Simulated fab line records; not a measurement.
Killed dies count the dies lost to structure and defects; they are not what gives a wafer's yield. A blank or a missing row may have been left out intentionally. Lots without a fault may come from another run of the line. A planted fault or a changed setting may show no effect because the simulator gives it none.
fab line records -- flow rit-cmos
[record] lots = 14, wafers = 42, last-day = 7
route steps=202 shown PRETRO@70 CONTACT@173 M1@184
lots with no fault: from the same line, run without faults
start-h: hours from the record's opening day to when the first of the lot's shown wafers began -- wait-h: hours since the lot's step before -- " unchanged from the row above -- L1.1+2: a row that stands for several wafers -- - no value, or no start was given -- * or withheld: withheld -- < > ~ a bound
route shown NAME@n: NAME is a module with steps in the file, n the number in the route of the first one -- usual: the fault-free wafers' mean and standard deviation -- same: alike in all rows -- chamber/n: place in a boat -- sites: the reading at each site -- _std_site: how widely they spread, as a standard deviation -- _edge_site: the outer-site mean with the inner-site mean subtracted -- radius-mm: how far each site lies from the wafer's centre -- mask NAME#n: copy n -- behind: the most recent tool/chamber to have shaped the wafer -- hold: reason for holding the lot/hours on hold/outcome of the hold -- device: the transistor (n, p or np) that didn't switch -- end of line: tests run on the same wafers once the route is complete -- where a step has no rows: the recipe by itself -- killed: dies that structure and defects cost at the first sort, which is not the same as the wafer's yield -- map: the dies of a wafer, with x for killed, . for not killed, _ for no die there
set.NAME: the run value of the setting; set.NAME@STEP: its run value at that earlier step -- model.NAME: the simulator's own value behind a step, which no gauge read
one table for each step of the route and one row for each wafer, over a sample of lots
services: a tool's chamber out of use, with start hour (start-h, from the record's first day; less than 0 if before it), hours out, and reason
[[steps]]
[step RIT_PRETRO_OVL_MEAS_06]
[usual] PRETRO_OVL = -0.4/1.7
lot.wafer,tool,chamber,start-h,wait-h,PRETRO_OVL[nm]
L322.2,overlay-01,-,33.92,-,-3.1
L322.4,overlay-01,-,33.92,-,-1.7
L322.6,overlay-01,-,33.92,-,-2.1
L323.3,overlay-01,-,36.45,-,2.0
L323.5,overlay-01,-,36.45,-,2.2
L323.6,overlay-01,-,36.45,-,1.1
L324.1,overlay-01,-,40.61,-,-3.3
L324.2,overlay-01,-,40.61,-,-2.1
L324.5,overlay-01,-,40.61,-,-2.7
L325.1,overlay-02,-,46.26,-,2.5
L325.2,overlay-02,-,46.26,-,1.3
L325.3,overlay-02,-,46.26,-,0.2
L327.2,overlay-01,-,57.31,-,1.6
L327.3,overlay-01,-,57.31,-,0.8
L327.4,overlay-01,-,57.31,-,0.3
L333.1,overlay-01,-,85.93,-,1.9
L333.4,overlay-01,-,85.93,-,0.9
L333.5,overlay-01,-,85.93,-,1.7
L334.1,overlay-02,-,92.08,-,0.6
L334.5,overlay-02,-,92.08,-,1.0
L334.6,overlay-02,-,92.08,-,2.0
L335.1,overlay-01,-,97.04,-,2.2
L335.3,overlay-01,-,97.04,-,0.4
L335.4,overlay-01,-,97.04,-,1.9
L337.1,overlay-01,-,105.59,-,-0.7
L337.2,overlay-01,-,105.59,-,-2.3
L337.4,overlay-01,-,105.59,-,0.0
L340.1,overlay-01,-,123.80,-,1.2
L340.5,overlay-01,-,123.80,-,-1.5
L340.6,overlay-01,-,123.80,-,-0.9
L342.3,overlay-01,-,130.83,-,-3.1
L342.4,overlay-01,-,130.83,-,-0.3
L342.5,overlay-01,-,130.83,-,-0.9
L343.3,overlay-01,-,135.74,-,-0.8
L343.4,overlay-01,-,135.74,-,-1.3
L343.5,overlay-01,-,135.74,-,-1.8
L344.3,overlay-01,-,140.83,-,-3.1
L344.4,overlay-01,-,140.83,-,-0.9
L344.5,overlay-01,-,140.83,-,-1.9
L345.2,overlay-01,-,148.70,-,-3.0
L345.5,overlay-01,-,148.70,-,-1.3
L345.6,overlay-01,-,148.70,-,-2.5
[step RIT_CONTACT_EXPOSE_05]
[recipe] mask-id = M11, na = 0.6, source-shape = conventional, sigma-outer = 0.5, target-cd-nm = 1000, dose-mj = 250
lot.wafer,tool,chamber,start-h,wait-h,mask
L322.2+4+6,iline-stepper-02,0,53.56,0.1,M11#0
L323.3+5+6,iline-stepper-01,0,55.83,0.2,M11#0
L324.1+2+5,iline-stepper-01,0,60.86,0.1,M11#0
L325.1+2+3,iline-stepper-01,0,67.55,0.1,M11#0
L327.2+3+4,iline-stepper-01,0,76.89,0.1,M11#0
L333.1+4+5,iline-stepper-02,0,109.36,0.2,M11#0
L334.1+5+6,iline-stepper-02,0,112.91,0.1,M11#0
L335.1+3+4,iline-stepper-02,0,117.37,0.1,M11#0
L337.1+2+4,iline-stepper-01,0,126.73,0.2,M11#0
L340.1+5+6,iline-stepper-01,0,143.96,0.2,M11#0
L342.3+4+5,iline-stepper-01,0,151.97,0.2,M11#0
L343.3+4+5,iline-stepper-01,0,156.25,0.1,M11#0
L344.3+4+5,iline-stepper-01,0,164.06,0.1,M11#0
L345.2+5+6,iline-stepper-01,0,172.40,0.1,M11#0
[step RIT_CONTACT_OVL_MEAS_09]
[usual] CONTACT_OVL = -0.5/1.5
lot.wafer,tool,chamber,start-h,wait-h,CONTACT_OVL[nm]
L322.2,overlay-01,-,54.19,0.1,-0.9
L322.4,overlay-01,-,54.19,0.1,-3.4
L322.6,overlay-01,-,54.19,0.1,-1.2
L323.3,overlay-01,-,56.44,0.1,-0.2
L323.5,overlay-01,-,56.44,0.1,0.9
L323.6,overlay-01,-,56.44,0.1,-0.1
L324.1,overlay-01,-,61.50,0.1,1.7
L324.2,overlay-01,-,61.50,0.1,2.0
L324.5,overlay-01,-,61.50,0.1,1.4
L325.1,overlay-01,-,68.21,0.1,-1.4
L325.2,overlay-01,-,68.21,0.1,-2.1
L325.3,overlay-01,-,68.21,0.1,-1.4
L327.2,overlay-01,-,77.52,0.1,2.2
L327.3,overlay-01,-,77.52,0.1,1.0
L327.4,overlay-01,-,77.52,0.1,1.6
L333.1,overlay-01,-,110.00,0.1,-150.3
L333.4,overlay-01,-,110.00,0.1,-150.5
L333.5,overlay-01,-,110.00,0.1,-151.5
L334.1,overlay-01,-,113.55,0.1,-150.7
L334.5,overlay-01,-,113.55,0.1,-152.4
L334.6,overlay-01,-,113.55,0.1,-154.8
L335.1,overlay-02,-,118.01,0.1,-149.7
L335.3,overlay-02,-,118.01,0.1,-149.2
L335.4,overlay-02,-,118.01,0.1,-150.1
L337.1,overlay-01,-,127.37,0.1,-0.9
L337.2,overlay-01,-,127.37,0.1,0.9
L337.4,overlay-01,-,127.37,0.1,0.4
L340.1,overlay-01,-,144.59,0.1,0.7
L340.5,overlay-01,-,144.59,0.1,0.7
L340.6,overlay-01,-,144.59,0.1,0.9
L342.3,overlay-01,-,152.62,0.1,-0.8
L342.4,overlay-01,-,152.62,0.1,-1.2
L342.5,overlay-01,-,152.62,0.1,-1.2
L343.3,overlay-02,-,156.86,0.1,-1.0
L343.4,overlay-02,-,156.86,0.1,-1.2
L343.5,overlay-02,-,156.86,0.1,-2.2
L344.3,overlay-02,-,164.70,0.1,0.0
L344.4,overlay-02,-,164.70,0.1,0.6
L344.5,overlay-02,-,164.70,0.1,1.3
L345.2,overlay-01,-,173.02,0.1,0.6
L345.5,overlay-01,-,173.02,0.1,-0.4
L345.6,overlay-01,-,173.02,0.1,-1.1
[step RIT_CONTACT_ETCH_11]
[recipe] target-depth-a = 4800, over-etch-frac = 0.2, stop-on = TiSi2, chemistry = CHF3/CF4/Ar, target = SiO2, CHF3_flow_sccm = 50, cf4-flow-sccm = 10, Ar_flow_sccm = 100, O2_flow_sccm = 5, pressure-mtorr = 100, rf-w = 200, time-s = 320
[usual] O2_flow_sccm = 5.000/0.016, drypump-motor-current-A = 5.8/0.49, oes-product-au = 0.989/0.015, throttle-valve-pct = 8.84/0.12
lot.wafer,tool,chamber,start-h,wait-h,O2_flow_sccm,drypump-motor-current-A,oes-product-au,rf-hours-counter-h,throttle-valve-pct
L322.2,rie-diel-04,3,54.37,0.1,5.008,5.6,1.015,52,9.02
L322.4,rie-diel-04,0,54.37,0.1,4.997,6.5,0.975,132,8.70
L322.6,rie-diel-04,0,54.37,0.1,5.011,6.5,0.976,-,8.67
L323.3,rie-diel-03,3,56.73,0.1,4.995,5.9,0.988,38,8.75
L323.5,rie-diel-03,2,56.73,0.1,5.022,5.8,0.982,-,8.78
L323.6,rie-diel-03,0,56.73,0.1,5.022,6.1,0.995,-,8.87
L324.1,rie-diel-04,1,61.68,0.1,4.998,5.0,0.990,36,8.73
L324.2,rie-diel-04,3,61.68,0.1,5.015,5.6,1.016,52,9.02
L324.5,rie-diel-04,2,61.68,0.1,5.019,5.3,0.961,-,8.79
L325.1,rie-diel-04,3,68.40,0.1,5.012,5.6,1.013,52,9.02
L325.2,rie-diel-04,2,68.40,0.1,4.997,5.3,0.966,86,8.77
L325.3,rie-diel-04,1,68.40,0.1,4.985,5.1,0.997,36,8.71
L327.2,rie-diel-04,1,77.70,0.1,4.982,5.0,1.001,37,8.72
L327.3,rie-diel-04,2,77.70,0.1,5.003,5.3,0.964,86,8.79
L327.4,rie-diel-04,1,77.70,0.1,5.001,5.1,0.994,-,8.73
L333.1,rie-diel-04,3,110.19,0.1,5.033,5.6,1.003,53,9.02
L333.4,rie-diel-04,1,110.19,0.1,5.004,5.0,0.990,37,8.72
L333.5,rie-diel-04,2,110.19,0.1,5.004,5.3,0.969,-,8.78
L334.1,rie-diel-04,2,113.74,0.1,4.992,5.3,0.963,87,8.79
L334.5,rie-diel-04,0,113.74,0.1,4.977,6.5,0.974,-,8.70
L334.6,rie-diel-04,1,113.74,0.1,5.019,5.1,0.996,-,8.73
L335.1,rie-diel-04,0,118.19,0.1,5.000,6.5,0.977,133,8.69
L335.3,rie-diel-04,1,118.19,0.1,5.001,5.1,0.995,38,8.71
L335.4,rie-diel-04,2,118.19,0.1,4.984,5.3,0.962,88,8.77
L337.1,rie-diel-03,0,127.60,0.1,5.003,6.1,0.982,91,8.88
L337.2,rie-diel-03,2,127.60,0.1,5.007,5.8,0.967,7,8.79
L337.4,rie-diel-03,3,127.60,0.1,5.008,5.9,0.984,39,8.75
L340.1,rie-diel-04,1,144.78,0.1,5.014,5.1,1.001,38,8.72
L340.5,rie-diel-04,1,144.78,0.1,5.021,5.1,0.992,-,8.70
L340.6,rie-diel-04,2,144.78,0.1,5.000,5.3,0.965,-,8.77
L342.3,rie-diel-02,1,152.79,0.1,5.023,6.8,1.008,2,9.08
L342.4,rie-diel-02,3,152.79,0.1,5.039,5.9,0.999,72,8.85
L342.5,rie-diel-02,2,152.79,0.1,5.002,6.0,0.994,-,8.78
L343.3,rie-diel-04,3,157.03,0.1,4.988,5.6,1.009,54,9.02
L343.4,rie-diel-04,1,157.03,0.1,5.010,5.1,0.990,39,8.74
L343.5,rie-diel-04,0,157.03,0.1,4.990,6.4,0.978,-,8.71
L344.3,rie-diel-03,1,164.88,0.1,5.026,6.2,0.988,2,9.02
L344.4,rie-diel-03,2,164.88,0.1,5.015,5.8,0.980,8,8.79
L344.5,rie-diel-03,1,164.88,0.1,5.021,6.2,0.996,-,9.03
L345.2,rie-diel-04,1,173.20,0.1,4.978,5.1,0.994,39,8.74
L345.5,rie-diel-04,1,173.20,0.1,5.013,5.1,0.996,-,8.73
L345.6,rie-diel-04,2,173.20,0.1,5.017,5.3,0.965,-,8.79
[step RIT_M1_SPUTTER_00]
[recipe] material = Al, target-thk-nm = 400, power-w = 2000, chamber-pressure-pa = 0.4, gas = Ar, time-s = 500, substrate-temp-c = 25
[usual] throttle-valve-pct = 29.5/0.85
lot.wafer,tool,chamber,start-h,wait-h,throttle-valve-pct
L322.2,pvd-sputter-03,-,55.21,0.0,28.7
L322.4,pvd-sputter-03,-,55.21,0.0,28.6
L322.6,pvd-sputter-03,-,55.21,0.0,29.0
L323.3,pvd-sputter-04,-,57.59,0.0,31.1
L323.5,pvd-sputter-04,-,57.59,0.0,28.9
L323.6,pvd-sputter-04,-,57.59,0.0,31.3
L324.1,pvd-sputter-01,-,62.54,0.0,30.5
L324.2,pvd-sputter-01,-,62.54,0.0,29.4
L324.5,pvd-sputter-01,-,62.54,0.0,29.5
L325.1,pvd-sputter-03,-,69.27,0.0,28.7
L325.2,pvd-sputter-03,-,69.27,0.0,28.5
L325.3,pvd-sputter-03,-,69.27,0.0,30.2
L327.2,pvd-sputter-03,-,78.54,0.0,29.3
L327.3,pvd-sputter-03,-,78.54,0.0,28.6
L327.4,pvd-sputter-03,-,78.54,0.0,28.9
L333.1,pvd-sputter-03,-,111.04,0.0,28.6
L333.4,pvd-sputter-03,-,111.04,0.0,28.5
L333.5,pvd-sputter-03,-,111.04,0.0,30.0
L334.1,pvd-sputter-01,-,114.62,0.0,29.1
L334.5,pvd-sputter-01,-,114.62,0.0,30.9
L334.6,pvd-sputter-01,-,114.62,0.0,29.0
L335.1,pvd-sputter-03,-,119.07,0.0,30.2
L335.3,pvd-sputter-03,-,119.07,0.0,28.3
L335.4,pvd-sputter-03,-,119.07,0.0,28.9
L337.1,pvd-sputter-03,-,128.45,0.0,28.5
L337.2,pvd-sputter-03,-,128.45,0.0,29.2
L337.4,pvd-sputter-03,-,128.45,0.0,30.2
L340.1,pvd-sputter-01,-,145.65,0.0,28.9
L340.5,pvd-sputter-01,-,145.65,0.0,29.3
L340.6,pvd-sputter-01,-,145.65,0.0,28.9
L342.3,pvd-sputter-01,-,153.84,0.0,31.4
L342.4,pvd-sputter-01,-,153.84,0.0,30.1
L342.5,pvd-sputter-01,-,153.84,0.0,29.0
L343.3,pvd-sputter-03,-,157.91,0.0,30.3
L343.4,pvd-sputter-03,-,157.91,0.0,28.6
L343.5,pvd-sputter-03,-,157.91,0.0,28.7
L344.3,pvd-sputter-01,-,165.82,0.0,28.9
L344.4,pvd-sputter-01,-,165.82,0.0,31.2
L344.5,pvd-sputter-01,-,165.82,0.0,28.8
L345.2,pvd-sputter-01,-,174.04,0.0,28.8
L345.5,pvd-sputter-01,-,174.04,0.0,28.8
L345.6,pvd-sputter-01,-,174.04,0.0,29.4
[[services]]
tool,chamber,start-h,hours,kind
rie-diel-02,1,31.86,13.1,repair
pvd-sputter-04,-,33.28,5.9,repair
rie-diel-03,1,33.75,4.2,repair
rie-diel-03,1,37.95,-,clean
rie-diel-03,1,37.95,21.7,scheduled-down
rie-diel-03,1,37.95,21.7,vent-cycle
rie-diel-04,-,42.71,0.9,repair
rie-diel-02,1,45.10,-,clean
rie-diel-02,1,45.10,23.2,scheduled-down
rie-diel-02,1,45.10,23.2,vent-cycle
rie-diel-04,0,56.91,12.7,repair
rie-diel-03,-,67.91,0.5,repair
rie-diel-04,0,70.42,10.5,repair
iline-stepper-02,-,81.00,2.1,pm
pvd-sputter-04,-,81.90,1.2,repair
iline-stepper-02,-,83.08,-,consumable-replace:lamp
pvd-sputter-04,-,92.86,1.8,repair
rie-diel-02,-,106.17,14.6,pm
pvd-sputter-04,-,122.62,1.2,repair
rie-diel-03,-,158.95,0.2,repair
pvd-sputter-01,-,171.14,2.7,repair
pvd-sputter-03,-,173.89,3.6,repair
[[key]]
[first-sign] step = RIT_CONTACT_OVL_MEAS_09, reading = CONTACT_OVL, direction = down, sigmas = 99+, usual = -0.5, struck = -151.0
effect none on later readings
met-at RIT_CONTACT_EXPOSE_05
struck-lots L333,L334,L335
tester-left-out L333,L334,L335
not-acting-at RIT_PRETRO_OVL_MEAS_06,RIT_CONTACT_ETCH_11,RIT_M1_SPUTTER_00
onset-between 53.56 109.36
[fault] kind = scanner-matching-overlay, tool = iline-stepper-02, chamber = -, onset-h = 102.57, steps = RIT_CONTACT_EXPOSE_05, offset = -150
// tester-left-out: of these lots the tester's yield and bins aren't shown, on N5 and GAA mostly nor the transistor test; their killed dies are dies lost to structure and defects alone, not to doping, threshold or leakage, so they don't give the yield
